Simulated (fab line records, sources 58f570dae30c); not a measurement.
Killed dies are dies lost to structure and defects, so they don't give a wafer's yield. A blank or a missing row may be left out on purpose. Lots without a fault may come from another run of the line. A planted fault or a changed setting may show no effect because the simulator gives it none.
Tool commonality check | flow berkeley_cmos170 | 15 lots, 45 wafers sampled

WHY IT WAS OPENED
At UCB170_NLDD_TW_MEAS_11 the reading NLDD_TW is flagged on 3 of 15 lots. Wafers without a fault read 2207, standard deviation 21.
Rule: a lot is flagged when every wafer of it that has a number lies more than 4 standard deviations from that mean, or none has a number. The other lots count as sound.

lot  | measured     | on            | NLDD_TW, wafer by wafer | flag
L904 | day 8 00:03  | film_metro-03 | 2179 2170 2180          |
L905 | day 8 07:50  | film_metro-03 | 2173 2166 2182          |
L906 | day 8 08:06  | film_metro-01 | 2212 2208 2208          |
L908 | day 8 15:13  | film_metro-01 | 2210 2204 2201          |
L907 | day 8 15:35  | film_metro-02 | 2224 2219 2237          |
L909 | day 9 03:04  | film_metro-01 | 2197 2194 2211          |
L912 | day 9 08:50  | film_metro-03 | 2175 2194 2191          |
L910 | day 9 09:25  | film_metro-02 | 2239 2239 2236          |
L914 | day 9 21:07  | film_metro-02 | 2243 2225 2232          |
L913 | day 9 21:23  | film_metro-03 | 2189 2175 2184          |
L918 | day 10 17:01 | film_metro-01 | 2208 2206 2218          |
L921 | day 10 17:08 | film_metro-02 | 30 30 30                | FLAGGED
L923 | day 11 20:59 | film_metro-02 | 30 30 30                | FLAGGED
L924 | day 11 21:49 | film_metro-01 | 30 30 30                | FLAGGED
L926 | day 11 22:22 | film_metro-01 | 2206 2198 2219          |
The numbers of the flagged lots are 30 on average: -2177 against the usual, or -99 or more standard deviations.

WHICH TOOL RAN EACH LOT
The record holds 1 process step before the reading, out of a route of 331 steps. In each cell: the tool, then ch and the chambers that the sampled wafers went through, then the start.
lot  | flag    | UCB170_NLDD_DEVELOP_05
L904 |         | litho_track-04 ch 0, day 7 23:00
L905 |         | litho_track-01 ch 0, day 8 07:00
L906 |         | litho_track-01 ch 0, day 8 07:00
L908 |         | litho_track-04 ch 0, day 8 14:00
L907 |         | litho_track-01 ch 0, day 8 14:00
L909 |         | litho_track-01 ch 0, day 9 02:00
L912 |         | litho_track-04 ch 0, day 9 08:00
L910 |         | litho_track-04 ch 0, day 9 08:00
L914 |         | litho_track-03 ch 0, day 9 20:00
L913 |         | litho_track-03 ch 0, day 9 20:00
L918 |         | litho_track-03 ch 0, day 10 16:00
L921 | FLAGGED | litho_track-01 ch 0, day 10 16:00
L923 | FLAGGED | litho_track-01 ch 0, day 11 20:00
L924 | FLAGGED | litho_track-01 ch 0, day 11 21:00
L926 |         | litho_track-03 ch 0, day 11 21:00
What these steps do:
- UCB170_NLDD_DEVELOP_05: develop time 45 s.
- UCB170_NLDD_TW_MEAS_11

FLAGGED OVER TOTAL, TOOL BY TOOL (the gauges that took the reading come last)
step                   | tool           | lots run | flagged | share of the flagged lots | sound lots run after its first flagged lot
UCB170_NLDD_DEVELOP_05 | litho_track-01 | 7        | 3       | all                       | 0
UCB170_NLDD_DEVELOP_05 | litho_track-03 | 4        | 0       | none                      | -
UCB170_NLDD_DEVELOP_05 | litho_track-04 | 4        | 0       | none                      | -
UCB170_NLDD_TW_MEAS_11 | film_metro-01  | 6        | 1       | some                      | 1 (L926)
UCB170_NLDD_TW_MEAS_11 | film_metro-02  | 5        | 2       | some                      | 0
UCB170_NLDD_TW_MEAS_11 | film_metro-03  | 4        | 0       | none                      | -

WHAT THE TABLE ALLOWS
1 row of the table ran every flagged lot: litho_track-01 at UCB170_NLDD_DEVELOP_05.
- litho_track-01 at UCB170_NLDD_DEVELOP_05: 3 of its 7 lots flagged. Its last sound lot is L909 (day 9 02:00), its first flagged lot L921 (day 10 16:00): a fault that began between those two fits.
One tool is left: litho_track-01 at UCB170_NLDD_DEVELOP_05.

WHAT THE SIMULATOR HAD PUT IN
Process parameter drift: litho_track-01, from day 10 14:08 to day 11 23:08, at UCB170_NLDD_DEVELOP_05. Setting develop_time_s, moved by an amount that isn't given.
Lots struck among those shown: L921, L923, L924. The rule above found the same.
